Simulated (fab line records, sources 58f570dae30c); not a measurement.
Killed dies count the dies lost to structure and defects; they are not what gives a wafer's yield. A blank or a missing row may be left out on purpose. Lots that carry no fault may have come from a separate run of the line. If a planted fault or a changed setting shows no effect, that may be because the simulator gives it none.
Which of the tools did it? -- flow berkeleyCmos170 -- 14 lots, 42 wafers sampled, at 5 steps of a route of 331

== WHAT THE GAUGES READ, wafer by wafer ==
UCB170_NWELL_TW_MEAS_16.
lot,measured,on,NWELL_TW
L611,day 2 12:43,filmMetro-01,1246 1250 1247
L612,day 2 14:21,filmMetro-04,1262 1252 1259
L613,day 2 17:43,filmMetro-01,1555 1560 1551 1549 1559 1552
L614,day 2 22:41,filmMetro-01,1241 1239 1241
L615,day 3 03:46,filmMetro-04,1259 1258 1258
L617,day 3 12:55,filmMetro-03,1566 1568 1554 1554 1560 1552
L618,day 3 19:39,filmMetro-01,1232 1238 1242
L621,day 4 14:38,filmMetro-03,1242 1245 1237
L625,day 5 09:04,filmMetro-01,1242 1242 1244
L626,day 5 17:47,filmMetro-03,1248 1248 1245
L627,day 5 17:54,filmMetro-01,1251 1247 1244
L630,day 6 11:44,filmMetro-03,1253 1245 1257
L632,day 6 20:59,filmMetro-04,1258 1259 1255
L634,day 7 02:06,filmMetro-01,1242 1247 1249

UCB170_ACTIVE_CD_MEAS_90: the cd target is 1200 nm.
lot,measured,on,cdNm (nm)
L611,day 4 06:11,cdSem-02,1200.3 1201.8 1200.3
L612,day 4 14:20,cdSem-02,1199.5 1198.7 1199.6
L613,day 4 14:15,cdSem-01,1198.7 1199.2 1199.1
L614,day 4 18:30,cdSem-01,1199.7 1198.9 1197.9
L615,day 4 23:15,cdSem-01,1199.4 1199.0 1198.8
L617,day 5 12:14,cdSem-01,1198.9 1198.9 1200.6
L618,day 5 17:45,cdSem-02,1199.1 1200.1 1199.9
L621,day 6 13:26,cdSem-02,1201.9 1201.7 1202.1
L625,day 7 11:23,cdSem-02,1200.8 1200.2 1201.1
L626,day 7 23:19,cdSem-02,1201.2 1200.0 1200.1
L627,day 7 11:34,cdSem-02,1198.5 1199.2 1199.5
L630,day 8 05:23,cdSem-02,1198.4 1200.2 1199.0
L632,day 8 16:36,cdSem-02,1198.8 1199.6 1197.7
L634,day 8 23:11,cdSem-01,1200.7 1200.2 1199.5

UCB170_FIELD_THK_MEAS_90.
lot,measured,on,FIELD_OXIDE_LEFT_1_THK (nm)
L611,day 4 22:25,filmMetro-01,437 439 437
L612,day 5 06:57,filmMetro-02,430 443 437
L613,day 5 06:58,filmMetro-04,426 432 438
L614,day 5 12:26,filmMetro-02,431 438 431
L615,day 5 19:07,filmMetro-01,437 437 432
L617,day 6 05:37,filmMetro-02,433 437 434
L618,day 6 05:37,filmMetro-01,444 443 442
L621,day 7 03:59,filmMetro-04,449 452 449
L625,day 8 03:26,filmMetro-02,429 428 434
L626,day 8 19:56,filmMetro-04,449 444 445
L627,day 8 03:26,filmMetro-01,431 443 439
L630,day 8 21:50,filmMetro-02,451 439 440
L632,day 9 05:31,filmMetro-01,441 430 428
L634,day 9 11:53,filmMetro-01,433 441 438

UCB170_NVT_TW_MEAS_09.
lot,measured,on,NVT_TW
L611,day 5 18:05,filmMetro-01,522 523 522
L612,day 6 01:19,filmMetro-04,532 531 533
L613,day 6 01:28,filmMetro-01,526 526 523
L614,day 6 03:49,filmMetro-03,526 526 523
L615,day 6 10:38,filmMetro-03,522 523 526
L617,day 6 17:37,filmMetro-01,527 525 524
L618,day 6 17:49,filmMetro-03,522 525 523
L621,day 7 18:59,filmMetro-04,528 530 528
L625,day 8 16:11,filmMetro-03,527 524 529
L626,day 9 06:25,filmMetro-03,522 521 522
L627,day 8 15:49,filmMetro-03,527 525 527
L630,day 9 07:34,filmMetro-01,525 520 525
L632,day 9 16:11,filmMetro-04,535 533 530
L634,day 10 00:21,filmMetro-03,525 524 524

== WHAT TOOL EACH LOT RAN ON (gives the tool, then ch and the chambers of the sampled wafers, and finally the start) ==
lot,UCB170_NWELL_IMPLANT_14
L611,"implanter-02 ch 0, day 2 12:30"
L612,"implanter-02 ch 0, day 2 14:06"
L613,"implanter-03 ch 0, day 2 17:10"
L614,"implanter-01 ch 0, day 2 22:26"
L615,"implanter-03 ch 0, day 3 03:31"
L617,"implanter-02 ch 0, day 3 12:22"
L618,"implanter-02 ch 0, day 3 19:25"
L621,"implanter-03 ch 0, day 4 14:23"
L625,"implanter-03 ch 0, day 5 08:49"
L626,"implanter-03 ch 0, day 5 17:34"
L627,"implanter-02 ch 0, day 5 17:40"
L630,"implanter-03 ch 0, day 6 11:29"
L632,"implanter-03 ch 0, day 6 20:46"
L634,"implanter-02 ch 0, day 7 01:51"
- UCB170_NWELL_IMPLANT_14

== WHAT THE TOOLS THEMSELVES READ (means of the sampled wafers that have a number; where no wafer has one, the mark that the record gives instead) ==
The record holds no such reading with a usual standard deviation.

== THE ANSWER, worked out from the rows above alone ==
Rule: usual is defined by the lots themselves. The widest of any qualifying gaps counts: lots, ordered by their means at a reading, are off when they make up no more than a third of the lots, leave a main group of 4 or more, and stand apart from it by 3 or more times the standard deviation of that group's means. The tables above print the reading to a certain number of digits; a main group whose means all agree to those digits is not used. Also off: a lot with no number at a reading for which 4 or more lots have one. The other lots that the step has rows for count as sound. First the gauges in route order, then the tools' own readings, where a lot's mean is used as printed above. At the first step where some lot is off, the reading lying furthest off is the one used; lots without a number count as furthest.
Off: L613, L617, at UCB170_NWELL_TW_MEAS_16 (NWELL_TW). Mean 1248 and standard deviation 6.8 in the main group.
A tool fits if, at a process step before that reading, it ran every lot that is off, and no sound lot after the first of them. Those tools and the gauges at UCB170_NWELL_TW_MEAS_16 are tried in the same way. No candidate that was tried fits.

== WHAT WAS PUT IN BY THE SIMULATOR ==
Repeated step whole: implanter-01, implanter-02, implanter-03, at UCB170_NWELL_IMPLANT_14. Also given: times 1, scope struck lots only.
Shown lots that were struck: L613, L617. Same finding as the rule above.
